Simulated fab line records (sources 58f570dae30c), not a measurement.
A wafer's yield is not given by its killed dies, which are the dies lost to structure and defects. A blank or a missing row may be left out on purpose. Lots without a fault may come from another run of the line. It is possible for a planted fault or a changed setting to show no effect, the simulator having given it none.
Struck lot and sound lot, side by side :: flow berkeleyCmos170 :: 13 out of 331 route steps
Sound: the wafers L723.1, L723.3, L723.5. Wafers L734.4, L734.5, L734.6 were the ones struck. The cause is named last.
Each step with rows lists, per side, the tool, then ch with its chambers, then its first start. Under that, the readings that differ: sound wafers :: struck wafers :: difference of the means :: sigmas: that difference in standard deviations of wafers without a fault.
alike: words and numbers the same on both sides, and readings whose means are apart by under 2 such deviations; not compared: readings that were withheld, readings missing a value for some wafer, numbers with overlapping values and no deviation given by the record, and bounds like >300 which may hide the same value.
Wherever a step has rows on one side only, a row that says differs or no value, or a row with sigmas, the two part there. Non-overlapping numbers with no deviation appear without sigmas and do not part them. A reading missing from all wafers of one side parts the sides only when that side holds two or more wafers.

UCB170_START_BOW_MEAS_00:
  sound on filmMetro-03 at day 1 20:00; struck on filmMetro-01 at day 4 03:04
  alike: INCOMING_BOW
then, 2 steps without rows for these wafers: UCB170_START_CLEAN_01 (cleans in dHF, time 60 s); UCB170_START_OXIDATION_02 (target thk 20 nm, ox time 1800 s).
UCB170_START_THK_MEAS_03:
  sound on filmMetro-01 at day 1 23:21; struck on filmMetro-01 at day 4 05:52
  alike: START_OXIDE_THK
then, 7 steps without rows for these wafers: UCB170_START_ANNEAL_04 (time 1200 s); UCB170_ZERO_HMDS_00 (prime time 60 s); UCB170_ZERO_COAT_01 (resist thk 900 nm); UCB170_ZERO_SOFTBAKE_02 (time 60 s); UCB170_ZERO_EXPOSE_03 (exposes mask PM MARKS, target cd 4000 nm); UCB170_ZERO_PEB_04; UCB170_ZERO_DEVELOP_05 (develop time 45 s).
UCB170_ZERO_ETCH_06: etches SiO2 in CHF3/CF4/Ar, time 12 s.
  sound on rieDiel-04 ch 0,3, day 2 03:17; struck on rieDiel-04 ch 0,1,2, day 4 08:17
reading: oesProductAu (a.u.)
sound: 0.619 0.636 0.609
struck: 0.995 0.999 1.026
difference: +0.385
sigmas: +46
  alike: drypumpMotorCurrentA, throttleValvePct
  not compared: rfHoursCounterH
UCB170_ZERO_STRIP_07: strips in O2.
  sound on plasmaAsher-01 ch 0, day 2 03:19; struck on plasmaAsher-01 ch 0,1, day 4 08:20
reading: stripTimeToEndpointS (s)
sound: 21.50 21.54 21.57
struck: 21.74 21.75 21.81
difference: +0.23
sigmas: +4
  alike: drypumpMotorCurrentA, oesProductAu
  not compared: rfHoursCounterH

WHERE THEY PART
Earliest at UCB170_ZERO_ETCH_06; latest, in this record, at UCB170_ZERO_STRIP_07.

WHY: the cause the simulator had injected
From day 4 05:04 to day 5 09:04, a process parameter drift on rieDiel-04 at UCB170_ZERO_ETCH_06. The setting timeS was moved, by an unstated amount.
